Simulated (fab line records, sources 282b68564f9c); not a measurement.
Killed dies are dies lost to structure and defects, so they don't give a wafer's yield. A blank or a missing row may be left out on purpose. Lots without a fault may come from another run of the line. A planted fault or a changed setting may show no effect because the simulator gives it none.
fab line records | flow rit_cmos
record lots=14 wafers=42 last_day=7
route steps=202 shown SPACER@128 M1@202
lots that met no fault: from a run of the same line without faults
start_h: hours from the record's first day to the start of the lot's first wafer shown | wait_h: hours since the lot's step before | " the same as in the row above | L1.1+2: a row that stands for several wafers | - no value, or no start given | * or withheld: withheld | < > ~ a bound
route shown NAME@n: a module of which the file shows steps, and the number in the route of the first | usual: mean/standard deviation of fault-free wafers | same: alike in all rows | chamber/n: place in a boat | sites: the reading at each site | _std_site: their standard deviation | _edge_site: outer sites' mean less inner sites' | radius_mm: how far each site lies from the wafer's centre | mask NAME#n: copy n | behind: the tool/chamber that last shaped the wafer | hold: why the lot was held/for how many hours/how that ended | device: the transistor (n, p or np) that didn't switch | end of line: the same wafers' tests at the end of the route | a step without rows: its recipe alone | killed: dies lost to structure and defects at the first sort, not the wafer's yield | map: a wafer's dies, x killed, . not, _ none there
set.NAME: the setting as run; set.NAME@STEP: as run at that earlier step | model.NAME: the simulator's own value behind a step, which no gauge read
steps of the route over a sample of lots; a table a step, a row a wafer
services: from which hour (start_h, from the record's first day; less than 0 if before it) a tool's chamber was out of use, for how many hours, and why
## steps
# step RIT_SPACER_CVD_03
# recipe material=Si3N4 target_thk_nm=250 temp_c=810 precursor=SiH2Cl2/NH3 time_s=3300 pressure_mtorr=300 sih2cl2_flow_sccm=60 nh3_flow_sccm=150
# usual nh3_flow_sccm=150.0/0.45 pressure_mtorr=300.1/0.58 zone_power_source_pct=20.1/0.73
# columns lot.wafer tool chamber start_h wait_h nh3_flow_sccm pressure_mtorr zone_power_source_pct
L158.1 lpcvd-01 1 45.36 0.0 149.5 300.7 20.0
L158.2 " 1 " " 149.9 300.6 19.9
L158.4 " 1 " " 149.7 299.9 19.6
L159.1 lpcvd-02 0 49.63 0.0 150.4 300.0 19.3
L159.2 " 0 " " 150.8 300.0 19.4
L159.6 " 0 " " 149.8 300.0 19.3
L161.2 lpcvd-01 0 59.09 0.0 149.8 299.7 21.7
L161.4 " 0 " " 150.9 299.9 21.5
L161.6 " 0 " " 149.7 299.5 21.5
L166.4 lpcvd-01 1 85.45 0.0 150.2 300.4 19.9
L166.5 " 1 " " 150.4 300.0 20.1
L166.6 " 1 " " 150.5 300.4 19.9
L167.1 lpcvd-02 0 93.53 0.5 149.4 299.9 19.5
L167.3 " 0 " " 148.8 300.3 19.4
L167.5 " 0 " " 149.9 299.8 19.6
L168.1 lpcvd-01 0 95.90 0.0 149.6 299.9 21.1
L168.2 " 0 " " 150.9 299.9 21.6
L168.6 " 0 " " 150.2 300.2 21.2
L170.1 lpcvd-02 0 109.02 0.0 150.6 300.4 19.2
L170.3 " 0 " " 149.3 299.7 19.7
L170.4 " 0 " " 149.6 300.0 19.4
L175.3 lpcvd-02 1 128.39 0.0 150.4 300.1 20.5
L175.5 " 1 " " 149.8 299.8 20.4
L175.6 " 1 " " 150.4 300.3 20.1
L176.2 lpcvd-02 0 134.94 0.0 - - -
L176.4 " 0 " " - - -
L176.5 " 0 " " - - -
L177.4 lpcvd-02 0 139.57 0.0 - - -
L177.5 " 0 " " - - -
L177.6 " 0 " " - - -
L178.1 lpcvd-02 1 143.59 0.0 150.3 299.8 20.0
L178.2 " 1 " " 149.4 299.4 20.0
L178.5 " 1 " " 150.5 300.0 20.3
L179.2 lpcvd-02 1 149.63 0.0 149.6 299.0 20.4
L179.3 " 1 " " 149.4 299.3 20.5
L179.5 " 1 " " 150.4 299.9 20.5
L180.2 lpcvd-02 1 153.95 0.0 150.0 299.1 20.5
L180.4 " 1 " " 150.3 299.6 20.2
L180.5 " 1 " " 150.5 299.6 20.7
L181.1 lpcvd-01 0 159.27 0.0 150.4 300.1 21.6
L181.3 " 0 " " 150.3 301.2 21.2
L181.5 " 0 " " 150.1 300.2 21.7
# step RIT_M1_PROBE_99
# usual defect_limited_yield=97.3/1.1 killed_at_M0_to_M3=0.0/0.18 killed_at_contacts=0.1/0.38 killed_at_front_end=6.9/2.9 killed_dies=7.1/3 killed_open=3.5/2.1 killed_short=3.5/2 sort_bin_3_pad_short=0.1/0.2 sort_bin_5_function=1.6/0.86 sort_bin_6_memory=1.0/0.61 sort_n_pass=256.9/3 sort_yield_pct=97.3/1.1
# same gross_dies=264 killed_at_M4_up=0 killed_at_back_side=0 killed_at_other=0
# columns lot.wafer tool chamber start_h wait_h defect_limited_yield[%] killed_at_M0_to_M3 killed_at_contacts killed_at_front_end killed_dies killed_open killed_short sort_bin_3_pad_short[%] sort_bin_5_function[%] sort_bin_6_memory[%] sort_n_pass sort_yield_pct[%]
L158.1 prober-02 - 58.63 0.1 98.1 0 0 5 5 3 2 0 1.5 0.4 259.0 98.1
L158.2 prober-02 - 58.68 0.1 97.0 0 0 8 8 8 0 0 1.1 1.9 256.0 97.0
L158.4 prober-02 - 58.78 0.2 96.6 0 0 9 9 6 3 0 2.3 1.1 255.0 96.6
L159.1 prober-01 - 65.34 0.1 95.1 0 0 13 13 8 5 0 2.7 2.3 251.0 95.1
L159.2 prober-01 - 65.39 0.1 97.0 0 0 8 8 4 4 0 1.9 1.1 256.0 97.0
L159.6 prober-01 - 65.59 0.2 97.0 0 0 8 8 6 2 0 2.3 0.8 256.0 97.0
L161.2 prober-01 - 72.86 0.1 98.1 0 0 5 5 3 2 0 1.1 0.8 259.0 98.1
L161.4 prober-01 - 72.96 0.2 97.0 0 0 8 8 2 6 0 2.3 0.8 256.0 97.0
L161.6 prober-01 - 73.06 0.2 96.2 1 1 8 10 2 8 0 2.3 1.5 254.0 96.2
L166.4 prober-01 - 98.90 0.2 97.3 0 0 7 7 3 4 0 1.5 1.1 257.0 97.3
L166.5 prober-01 - 98.95 0.2 97.0 0 0 8 8 4 4 0.4 2.3 0.4 256.0 97.0
L166.6 prober-01 - 99.00 0.2 96.6 0 0 9 9 4 5 0.4 1.9 1.1 255.0 96.6
L167.1 prober-02 - 106.62 0.1 98.9 0 0 3 3 2 1 0 0.8 0.4 261.0 98.9
L167.3 prober-02 - 106.72 0.2 97.3 0 1 6 7 3 4 0 1.5 1.1 257.0 97.3
L167.5 prober-02 - 106.82 0.2 95.5 0 0 12 12 10 2 0.8 3.0 0.8 252.0 95.5
L168.1 prober-01 - 109.20 0.1 96.2 0 0 10 10 5 5 0 3.0 0.8 254.0 96.2
L168.2 prober-01 - 109.25 0.1 97.3 0 1 6 7 5 2 0 1.1 1.5 257.0 97.3
L168.6 prober-01 - 109.45 0.2 98.5 0 0 4 4 4 0 0 1.1 0.4 260.0 98.5
L170.1 prober-01 - 122.98 0.1 97.3 0 0 7 7 3 4 0 1.9 0.8 257.0 97.3
L170.3 prober-01 - 123.08 0.2 96.2 0 0 10 10 8 2 0 2.3 1.5 254.0 96.2
L170.4 prober-01 - 123.13 0.2 94.7 0 0 14 14 6 8 0.4 2.3 2.7 250.0 94.7
L175.3 prober-02 - 141.95 0.2 96.6 0 0 9 9 4 5 0.4 1.5 1.5 255.0 96.6
L175.5 prober-02 - 142.05 0.2 97.3 0 0 7 7 4 3 0 1.1 1.5 257.0 97.3
L175.6 prober-02 - 142.10 0.2 99.2 0 0 2 2 0 2 0.4 0 0.4 262.0 99.2
L178.1 prober-01 - 156.48 0.1 97.7 0 0 6 6 3 3 0 1.5 0.8 258.0 97.7
L178.2 prober-01 - 156.53 0.1 98.1 0 0 5 5 2 2 0 1.5 0.4 259.0 98.1
L178.5 prober-01 - 156.68 0.2 97.7 0 0 6 6 2 3 0 1.1 1.1 258.0 97.7
L179.2 prober-02 - 162.55 0.1 98.5 0 0 4 4 1 3 0 0.8 0.8 260.0 98.5
L179.3 prober-02 - 162.60 0.2 98.5 0 1 3 4 3 1 0 0.8 0.8 260.0 98.5
L179.5 prober-02 - 162.70 0.2 98.9 0 0 3 3 0 3 0 1.1 0 261.0 98.9
L180.2 prober-01 - 168.49 0.1 98.1 0 0 5 5 2 3 0.4 0.8 0.8 259.0 98.1
L180.4 prober-01 - 168.59 0.2 97.7 0 0 6 6 3 3 0 1.1 1.1 258.0 97.7
L180.5 prober-01 - 168.64 0.2 98.1 0 0 5 5 4 1 0 1.1 0.8 259.0 98.1
L181.1 prober-02 - 172.39 0.1 97.0 0 0 8 8 3 3 0 1.9 1.1 256.0 97.0
L181.3 prober-02 - 172.49 0.2 94.7 0 0 14 14 7 5 0 3.8 1.5 250.0 94.7
L181.5 prober-02 - 172.59 0.2 97.3 0 0 7 7 1 6 0 1.9 0.8 257.0 97.3
# killed by level:class
L158.1 ACTIVE:geometric_particle:short=1 FOX2:geometric_particle:open=1 GATE:geometric_particle:open=1 GATE:geometric_particle:short=1 REOX:geometric_particle:open=1
L158.2 GATE:geometric_particle:open=3 FOX1:geometric_particle:open=2 SPACER:geometric_particle:open=2 REOX:geometric_particle:open=1
L158.4 GATE:geometric_particle:open=4 GATE:geometric_particle:short=2 FOX1:geometric_particle:open=1 FOX2:geometric_particle:open=1 REOX:geometric_particle:short=1
L159.1 GATE:geometric_particle:open=4 REOX:geometric_particle:short=2 SPACER:geometric_particle:short=2 SILICIDE:geometric_particle:open=2 FOX1:geometric_particle:short=1 FOX2:geometric_particle:open=1 SPACER:geometric_particle:open=1
L159.2 FOX1:geometric_particle:open=2 FOX1:geometric_particle:short=2 GATE:geometric_particle:short=2 GATE:geometric_particle:open=1 SPACER:geometric_particle:open=1
L159.6 GATE:geometric_particle:open=4 FOX1:geometric_particle:open=1 FOX2:geometric_particle:short=1 GATE:geometric_particle:short=1 SILICIDE:geometric_particle:open=1
L161.2 SPACER:geometric_particle:short=2 SPACER:geometric_particle:open=2 GATE:geometric_particle:open=1
L161.4 FOX1:geometric_particle:short=3 FOX2:geometric_particle:open=1 FOX2:geometric_particle:short=1 GATE:geometric_particle:short=1 SILICIDE:geometric_particle:short=1 SILICIDE:geometric_particle:open=1
L161.6 FOX1:geometric_particle:short=2 FOX1:geometric_particle:open=2 FOX2:geometric_particle:short=2 REOX:geometric_particle:short=1 SPACER:geometric_particle:short=1 CONTACT:geometric_particle:short=1 M1:geometric_particle:short=1
L166.4 FOX1:geometric_particle:short=1 FOX1:geometric_particle:open=1 FOX2:geometric_particle:short=1 GATE:geometric_particle:open=1 SPACER:geometric_particle:short=1 SILICIDE:geometric_particle:open=1 SILICIDE:geometric_particle:short=1
L166.5 GATE:geometric_particle:open=3 GATE:geometric_particle:short=2 FOX1:geometric_particle:open=1 FOX1:geometric_particle:short=1 REOX:geometric_particle:short=1
L166.6 FOX2:geometric_particle:short=2 GATE:geometric_particle:short=2 FOX1:geometric_particle:open=1 FOX1:geometric_particle:short=1 GATE:geometric_particle:open=1 SPACER:geometric_particle:open=1 SILICIDE:geometric_particle:open=1
L167.1 FOX2:geometric_particle:open=1 GATE:geometric_particle:short=1 GATE:geometric_particle:open=1
L167.3 FOX1:geometric_particle:open=1 FOX2:geometric_particle:short=1 GATE:geometric_particle:short=1 REOX:geometric_particle:short=1 REOX:geometric_particle:open=1 SPACER:geometric_particle:short=1 CONTACT:geometric_particle:open=1
L167.5 GATE:geometric_particle:open=4 FOX2:geometric_particle:open=2 GATE:geometric_particle:short=2 SPACER:geometric_particle:open=2 FOX1:geometric_particle:open=1 SILICIDE:geometric_particle:open=1
L168.1 FOX1:geometric_particle:open=2 SPACER:geometric_particle:open=2 FOX1:geometric_particle:short=1 GATE:geometric_particle:short=1 REOX:geometric_particle:short=1 SPACER:geometric_particle:short=1 SILICIDE:geometric_particle:short=1 SILICIDE:geometric_particle:open=1
L168.2 REOX:geometric_particle:open=3 GATE:geometric_particle:open=2 REOX:geometric_particle:short=1 CONTACT:geometric_particle:short=1
L168.6 GATE:geometric_particle:open=2 REOX:geometric_particle:open=1 SILICIDE:geometric_particle:open=1
L170.1 FOX1:geometric_particle:short=2 GATE:geometric_particle:short=2 ACTIVE:geometric_particle:open=1 FOX1:geometric_particle:open=1 GATE:geometric_particle:open=1
L170.3 FOX1:geometric_particle:open=4 GATE:geometric_particle:open=3 GATE:geometric_particle:short=1 REOX:geometric_particle:open=1 SILICIDE:geometric_particle:short=1
L170.4 GATE:geometric_particle:short=4 GATE:geometric_particle:open=3 FOX1:geometric_particle:short=2 REOX:geometric_particle:short=2 FOX1:geometric_particle:open=1 FOX2:geometric_particle:open=1 SPACER:geometric_particle:open=1
L175.3 GATE:geometric_particle:open=3 GATE:geometric_particle:short=2 REOX:geometric_particle:short=2 REOX:geometric_particle:open=1 SILICIDE:geometric_particle:short=1
L175.5 GATE:geometric_particle:short=2 FOX1:geometric_particle:open=1 FOX2:geometric_particle:open=1 GATE:geometric_particle:open=1 SILICIDE:geometric_particle:short=1 SILICIDE:geometric_particle:open=1
L175.6 GATE:geometric_particle:short=1 SILICIDE:geometric_particle:short=1
L178.1 GATE:geometric_particle:short=3 SILICIDE:geometric_particle:open=2 SPACER:geometric_particle:open=1
L178.2 SPACER:geometric_particle:open=2 GATE:geometric_particle:short=1 SILICIDE:geometric_particle:short=1 PRETRO:coat_microbubble_printed=1
L178.5 FOX1:geometric_particle:short=2 FOX1:geometric_particle:open=1 GATE:geometric_particle:open=1 GATE:geometric_particle:short=1 PRETRO:coat_microbubble_printed=1
L179.2 FOX1:geometric_particle:short=1 GATE:geometric_particle:short=1 SPACER:geometric_particle:short=1 SILICIDE:geometric_particle:open=1
L179.3 REOX:geometric_particle:open=2 GATE:geometric_particle:open=1 CONTACT:geometric_particle:short=1
L179.5 FOX2:geometric_particle:short=1 REOX:geometric_particle:short=1 SILICIDE:geometric_particle:short=1
L180.2 FOX1:geometric_particle:open=1 FOX1:geometric_particle:short=1 GATE:geometric_particle:short=1 REOX:geometric_particle:short=1 SPACER:geometric_particle:open=1
L180.4 GATE:geometric_particle:short=2 SPACER:geometric_particle:open=2 FOX1:geometric_particle:open=1 REOX:geometric_particle:short=1
L180.5 SPACER:geometric_particle:open=2 GATE:geometric_particle:open=1 SPACER:geometric_particle:short=1 SILICIDE:geometric_particle:open=1
L181.1 PLDD:coat_microbubble_printed=2 FOX1:geometric_particle:open=1 FOX2:geometric_particle:short=1 GATE:geometric_particle:short=1 REOX:geometric_particle:open=1 REOX:geometric_particle:short=1 SILICIDE:geometric_particle:open=1
L181.3 GATE:geometric_particle:short=3 GATE:geometric_particle:open=3 SILICIDE:geometric_particle:open=2 PLDD:coat_microbubble_printed=2 FOX1:geometric_particle:short=1 FOX2:geometric_particle:open=1 REOX:geometric_particle:open=1 SPACER:geometric_particle:short=1
L181.5 GATE:geometric_particle:short=3 REOX:geometric_particle:short=2 FOX2:geometric_particle:short=1 REOX:geometric_particle:open=1
## services
# columns tool chamber start_h hours kind
lpcvd-01 - 27.07 1.3 repair
lpcvd-01 - 33.53 0.8 pm
lpcvd-02 - 34.54 0.7 repair
lpcvd-02 - 58.56 14.6 pm
## key
first_sign step=RIT_SPACER_CVD_03 reading=tool_record direction=missing
effect none on later readings
met_at RIT_SPACER_CVD_03
struck_lots L176,L177
scrapped_behind RIT_SPACER_THK_MEAS_04 L176.2,L176.4,L176.5,L177.4,L177.5,L177.6
onset_between 128.39 134.94
fault kind=skipped_step_whole tool=lpcvd-02 chamber=- onset_h=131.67 steps=RIT_SPACER_CVD_03 scope=struck_lots_only
